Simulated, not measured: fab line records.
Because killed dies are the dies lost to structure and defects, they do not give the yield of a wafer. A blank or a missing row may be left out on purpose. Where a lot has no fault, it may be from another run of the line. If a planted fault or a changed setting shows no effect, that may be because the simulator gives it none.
Split-lot study + flow rit_cmos + on a route of 202 steps: 5 lots, 23 wafers read

SPLIT DETAILS
At RIT_PRETRO_IMPLANT_08, the setting dose_cm2 was moved away from the recipe's 1.2e+13 on 4 of the 23 wafers read, by -7.2% to +3.8%. For the rest of the wafers, this setting stayed at what the recipe calls for.

FROM THE SPLIT TO THE READING: what the file shows between them, 1 step
- RIT_PRETRO_STRIP_09: strips in O2, time 180 s

THE READING
PRETRO_TW, at RIT_PRETRO_TW_MEAS_10. Fault-free wafers of this fab line usually give 475.5, standard deviation 2.9.

| wafer  | tool, chamber at the split | dose_cm2 as run | against the recipe | PRETRO_TW | against lot-mates on the recipe |
|--------|----------------------------|-----------------|--------------------|-----------|---------------------------------|
| L076.1 | implanter-03, 0            | 1.2e+13         | recipe             | 472.2     | -                               |
| L076.3 | implanter-03, 0            | 1.2e+13         | recipe             | 473.9     | -                               |
| L076.6 | implanter-03, 0            | 1.2e+13         | recipe             | 475.3     | -                               |
| L077.1 | implanter-04, 0            | 1.2e+13         | recipe             | 476.5     | -                               |
| L077.2 | implanter-04, 0            | 1.2e+13         | recipe             | 474.7     | -                               |
| L077.3 | implanter-04, 0            | 1.2e+13         | recipe             | 476.7     | -                               |
| L077.5 | implanter-04, 0            | 1.2e+13         | recipe             | 478.8     | -                               |
| L077.6 | implanter-04, 0            | 1.2e+13         | recipe             | 479.3     | -                               |
| L081.1 | implanter-04, 0            | 1.2e+13         | recipe             | 478.5     | -                               |
| L081.2 | implanter-04, 0            | 1.2e+13         | recipe             | 476.5     | -                               |
| L081.3 | implanter-04, 0            | 1.2e+13         | recipe             | 479.1     | -                               |
| L081.4 | implanter-04, 0            | 1.2e+13         | recipe             | 475.7     | -                               |
| L081.6 | implanter-04, 0            | 1.2e+13         | recipe             | 478.6     | -                               |
| L082.2 | implanter-04, 0            | 1.2e+13         | recipe             | 474.9     | -                               |
| L082.3 | implanter-04, 0            | 1.114e+13       | -7.2%              | 464.8     | -9.7                            |
| L082.4 | implanter-04, 0            | 1.114e+13       | -7.2%              | 464.0     | -10.5                           |
| L082.5 | implanter-04, 0            | 1.2e+13         | recipe             | 474.0     | -                               |
| L082.6 | implanter-04, 0            | 1.2e+13         | recipe             | 474.7     | -                               |
| L085.1 | implanter-04, 0            | 1.2e+13         | recipe             | 473.2     | -                               |
| L085.3 | implanter-04, 0            | 1.2e+13         | recipe             | 474.8     | -                               |
| L085.4 | implanter-04, 0            | 1.245e+13       | +3.8%              | 476.9     | +2.0                            |
| L085.5 | implanter-04, 0            | 1.2e+13         | recipe             | 476.8     | -                               |
| L085.6 | implanter-04, 0            | 1.245e+13       | +3.8%              | 478.4     | +3.5                            |

THE FIT
A straight line over all 23 wafers: PRETRO_TW changes by +1.34 for each +1% of dose_cm2; r = +0.83; the points scatter about the line by 2.3.
The same after taking each lot's own level away (the mean of its wafers on the recipe; 23 wafers): +1.25 for each +1%; r = +0.90; scatter 1.5.
Per that fit: largest dose_cm2 move, reading shift of 9.
From 473.80 to 477.68: that is the span of the lots' own levels, equal to 1.3 times the standard deviation above.
The two slopes agree, so the slope changes little with the lot-to-lot level.
Check: for one of the wafers moved furthest among these (-7.2%), held out of the fit, the line's prediction against its lot-mates is -8.9. Against them it came out at -9.73.

THESE WAFERS: OTHER SPLITS
Note: prior to the reading, these wafers also went through further splits. Each is held against what the fit with the lots' levels taken away leaves over:
| other split on the same wafers    | wafers away from the commonest value | r with PRETRO_TW (lot level and that fit taken away) |
|-----------------------------------|--------------------------------------|------------------------------------------------------|
| RIT_ACTIVE_OXIDATION_01 ox_time_s | 15                                   | +0.05                                                |
| RIT_ACTIVE_ETCH_13 over_etch_frac | 9                                    | +0.26                                                |
| RIT_FOX1_OXIDATION_00 temp_c      | 15                                   | -0.06                                                |
| RIT_NWELL_IMPLANT_08 dose_cm2     | 8                                    | -0.14                                                |
| RIT_PWELL_COAT_01 spin_rpm        | 10                                   | -0.21                                                |
| RIT_PWELL_HARDBAKE_07 temp_c      | 9                                    | -0.18                                                |
| RIT_NRETRO_IMPLANT_08 dose_cm2    | 11                                   | -0.04                                                |

FILE'S OWN FIT
PRETRO_TW changes by +1.27 for each +1% of dose_cm2, r = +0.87.
